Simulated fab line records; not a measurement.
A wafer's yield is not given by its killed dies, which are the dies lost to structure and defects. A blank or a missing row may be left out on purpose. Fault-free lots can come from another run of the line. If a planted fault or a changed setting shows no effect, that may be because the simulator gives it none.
Which tool was responsible? -- flow berkeley cmos170 -- route of 331 steps, sampled at 1 step: 7 lots, 21 wafers

## WHAT THE GAUGES READ, wafer by wafer
UCB170_M2_OVL_MEAS_16.
lot,measured,on,M2_OVL (nm)
L825,day 8 20:23,overlay-01,5 -1 -2
L827,day 9 06:08,overlay-01,-3 -3 1
L830,day 9 20:09,overlay-01,-8 0 -2
L835,day 10 17:06,overlay-01,-3 -4 -2
L843,day 11 18:44,overlay-01,-2 -3 -2
L844,day 12 03:38,overlay-01,1 1 -2
L847,day 12 16:52,overlay-01,7 -2 -1

## WHICH TOOL RAN EACH LOT (tool, then ch and the chambers of the sampled wafers, then the start)
The record shows no process step preceding these readings.

## THE ANSWER, worked out from the rows above alone
Rule: usual is defined by the lots themselves. Put in order of their means at a reading, lots are off if they are a third of the lots or fewer, leave a main group of 4 or more, and stand apart from it by a gap of 3 or more times the standard deviation of the main group's means; of several such gaps the widest counts. The tables above print the reading to a certain number of digits; a main group whose means all agree to those digits is not used. A lot without any number at a reading at which 4 lots or more have one is off too. Any other lot the step has rows for is counted as sound.
None of the lots is off at any reading shown; this tells nothing.

## WHAT WAS PUT IN BY THE SIMULATOR
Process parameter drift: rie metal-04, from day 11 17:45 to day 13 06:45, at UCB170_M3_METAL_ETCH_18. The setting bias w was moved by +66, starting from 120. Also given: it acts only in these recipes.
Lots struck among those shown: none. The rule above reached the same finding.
